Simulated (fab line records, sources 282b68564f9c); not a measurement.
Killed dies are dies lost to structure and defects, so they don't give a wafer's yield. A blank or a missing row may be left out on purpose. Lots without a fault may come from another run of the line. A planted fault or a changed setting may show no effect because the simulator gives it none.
fab line records | flow rit_cmos
record lots=6 wafers=18 last_day=7
route steps=202 shown NRETRO@53 PRETRO@64
lots that met no fault: from a run of the same line without faults
start_h: hours from the record's first day to the start of the lot's first wafer shown | wait_h: hours since the lot's step before | " the same as in the row above | L1.1+2: a row that stands for several wafers | - no value, or no start given | * or withheld: withheld | < > ~ a bound
route shown NAME@n: a module of which the file shows steps, and the number in the route of the first | usual: mean/standard deviation of fault-free wafers | same: alike in all rows | chamber/n: place in a boat | sites: the reading at each site | _std_site: their standard deviation | _edge_site: outer sites' mean less inner sites' | radius_mm: how far each site lies from the wafer's centre | mask NAME#n: copy n | behind: the tool/chamber that last shaped the wafer | hold: why the lot was held/for how many hours/how that ended | device: the transistor (n, p or np) that didn't switch | end of line: the same wafers' tests at the end of the route | a step without rows: its recipe alone | killed: dies lost to structure and defects at the first sort, not the wafer's yield | map: a wafer's dies, x killed, . not, _ none there
set.NAME: the setting as run; set.NAME@STEP: as run at that earlier step | model.NAME: the simulator's own value behind a step, which no gauge read
lots at some steps of the route; a table a step, a row a wafer
services: from which hour (start_h, from the record's first day; less than 0 if before it) a tool's chamber was out of use, for how many hours, and why
## steps
# step RIT_NRETRO_HMDS_00
# recipe prime_time_s=60 prime_temp_c=140
# step RIT_NRETRO_COAT_01
# recipe resist=NOVOLAK spin_rpm=2000 resist_thk_nm=1300
# step RIT_NRETRO_SOFTBAKE_02
# recipe resist=NOVOLAK temp_c=90 time_s=60
# step RIT_NRETRO_EXPOSE_03
# recipe mask_id=M4 na=0.57 target_cd_nm=43900 dose_mj=250
# step RIT_NRETRO_PEB_04
# recipe resist=NOVOLAK temp_c=withheld time_s=withheld
# step RIT_NRETRO_DEVELOP_05
# recipe resist=NOVOLAK develop_time_s=68 dev_temp_c=23
# step RIT_NRETRO_OVL_MEAS_06
# usual NRETRO_OVL=-0.6/1.6
# columns lot.wafer tool chamber start_h wait_h NRETRO_OVL[nm]
L815.1 overlay-01 - 40.17 - -1.3
L815.2 " - " " 0.2
L815.5 " - " " -1.3
L816.4 overlay-02 - 44.80 - 1.6
L816.5 " - " " 0.2
L816.6 " - " " 1.6
L825.2 overlay-01 - 89.34 - -1.5
L825.3 " - " " 0.3
L825.5 " - " " -1.2
L826.2 overlay-01 - 94.65 - -1.2
L826.3 " - " " -1.7
L826.5 " - " " 0.8
L829.1 overlay-01 - 109.76 - -2.5
L829.2 " - " " -2.6
L829.5 " - " " -4.5
L836.2 overlay-01 - 147.05 - 0.7
L836.5 " - " " 1.1
L836.6 " - " " 0.5
# step RIT_NRETRO_HARDBAKE_07
# recipe resist=NOVOLAK temp_c=140 time_s=120
# step RIT_NRETRO_IMPLANT_08
# recipe species=P energy_kev=70 dose_cm2=9.845e+12 tilt_deg=7
# step RIT_NRETRO_STRIP_09
# recipe chemistry=O2 time_s=180 resist=NOVOLAK platen_temp_c=withheld power_w=500 pressure_mtorr=4000 o2_flow_sccm=4000
# usual drypump_motor_current_A=5.93/0.24
# columns lot.wafer tool chamber start_h wait_h drypump_motor_current_A rf_hours_counter_h
L815.1 plasma_asher-04 0 40.61 0.1 6.35 26
L815.2 " 1 " " 5.86 26
L815.5 " 1 " " 5.88 -
L816.4 plasma_asher-02 0 45.27 0.1 5.79 -
L816.5 " 0 " " 5.80 -
L816.6 " 1 " " 5.83 -
L825.2 plasma_asher-04 1 89.77 0.1 5.85 31
L825.3 " 0 " " 6.40 -
L825.5 " 0 " " 6.44 -
L826.2 plasma_asher-04 1 95.08 0.1 5.84 32
L826.3 " 0 " " 6.37 -
L826.5 " 0 " " 6.36 -
L829.1 plasma_asher-02 0 110.20 0.1 5.85 47
L829.2 " 1 " " 5.83 47
L829.5 " 1 " " 5.84 -
L836.2 plasma_asher-03 0 147.48 0.1 5.58 50
L836.5 " 0 " " 5.57 -
L836.6 " 1 " " 6.05 -
# step RIT_NRETRO_TW_MEAS_10
# usual NRETRO_TW=1041/5.3
# columns lot.wafer tool chamber start_h wait_h NRETRO_TW
L815.1 film_metro-01 - 40.78 0.1 1039
L815.2 " - " " 1047
L815.5 " - " " 1037
L816.4 film_metro-02 - 45.42 0.1 1044
L816.5 " - " " 1049
L816.6 " - " " 1046
L825.2 film_metro-03 - 89.95 0.1 1036
L825.3 " - " " 1037
L825.5 " - " " 1039
L826.2 film_metro-01 - 95.26 0.1 1037
L826.3 " - " " 1039
L826.5 " - " " 1043
L829.1 film_metro-03 - 110.37 0.1 1035
L829.2 " - " " 1032
L829.5 " - " " 1033
L836.2 film_metro-02 - 147.67 0.1 1041
L836.5 " - " " 1041
L836.6 " - " " 1045
# step RIT_PRETRO_HMDS_00
# recipe prime_time_s=60 prime_temp_c=140
# step RIT_PRETRO_COAT_01
# recipe resist=NOVOLAK spin_rpm=2000 resist_thk_nm=1300
# usual chill_plate_temp_C=22.97/0.12 dispense_pressure_kPa=54/4.3
# columns lot.wafer tool chamber start_h wait_h chill_plate_temp_C dispense_pressure_kPa
L815.1 litho_track-03 0 40.99 0.1 23.07 58
L815.2 " 0 " " 23.09 58
L815.5 " 0 " " 23.12 58
L816.4 litho_track-02 0 45.67 0.1 22.80 49
L816.5 " 0 " " 22.75 49
L816.6 " 0 " " 22.87 49
L825.2 litho_track-02 - 90.18 0.1 - -
L825.3 " - " " - -
L825.5 " - " " - -
L826.2 litho_track-01 - 95.49 0.1 - -
L826.3 " - " " - -
L826.5 " - " " - -
L829.1 litho_track-02 0 110.58 0.1 23.06 49
L829.2 " 0 " " 23.01 49
L829.5 " 0 " " 23.01 49
L836.2 litho_track-03 0 147.89 0.1 22.81 58
L836.5 " 0 " " 22.88 58
L836.6 " 0 " " 22.96 58
# step RIT_PRETRO_SOFTBAKE_02
# recipe resist=NOVOLAK temp_c=90 time_s=60
# step RIT_PRETRO_EXPOSE_03
# recipe mask_id=M5 na=0.57 target_cd_nm=43700 dose_mj=250
# step RIT_PRETRO_PEB_04
# recipe resist=NOVOLAK temp_c=withheld time_s=withheld
# step RIT_PRETRO_DEVELOP_05
# recipe resist=NOVOLAK develop_time_s=65.46 dev_temp_c=23
# step RIT_PRETRO_OVL_MEAS_06
# usual PRETRO_OVL=-1.8/1.4
# columns lot.wafer tool chamber start_h wait_h PRETRO_OVL[nm]
L815.1 overlay-02 - 41.72 - -3.0
L815.2 " - " " -4.1
L815.5 " - " " -4.4
L816.4 overlay-01 - 46.35 - -0.3
L816.5 " - " " 0.4
L816.6 " - " " -0.5
L825.2 overlay-01 - 91.01 - -
L825.3 " - " " -
L825.5 " - " " -
L826.2 overlay-02 - 96.20 - -
L826.3 " - " " -
L826.5 " - " " -
L829.1 overlay-01 - 111.44 - -1.9
L829.2 " - " " -2.5
L829.5 " - " " -1.6
L836.2 overlay-02 - 149.02 - -1.5
L836.5 " - " " -3.9
L836.6 " - " " -5.3
# step RIT_PRETRO_HARDBAKE_07
# recipe resist=NOVOLAK temp_c=140 time_s=120
## services
# columns tool chamber start_h hours kind
plasma_asher-03 - 37.01 14.6 pm
plasma_asher-02 - 51.44 2.8 pm
## key
first_sign step=RIT_PRETRO_COAT_01 reading=tool_record direction=missing
effect step=RIT_PRETRO_OVL_MEAS_06 reading=PRETRO_OVL direction=missing
met_at RIT_PRETRO_COAT_01
struck_wafers L825.2,L825.3,L825.5,L826.2,L826.3,L826.5
sort_left_out L825.2,L825.3,L825.5,L826.2,L826.3,L826.5
tester_left_out L825,L826
onset_between 45.67 90.18
fault kind=skipped_step_whole tool=litho_track-01,litho_track-02 chamber=- onset_h=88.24 steps=RIT_PRETRO_COAT_01 scope=struck_lots_only
# tester_left_out: of these lots the tester's yield and bins aren't shown, on N5 and GAA mostly nor the transistor test; their killed dies are dies lost to structure and defects alone, not to doping, threshold or leakage, so they don't give the yield
# sort_left_out: the simulated sort isn't trusted on such a fault, so these wafers' sort isn't shown, and their yield isn't known
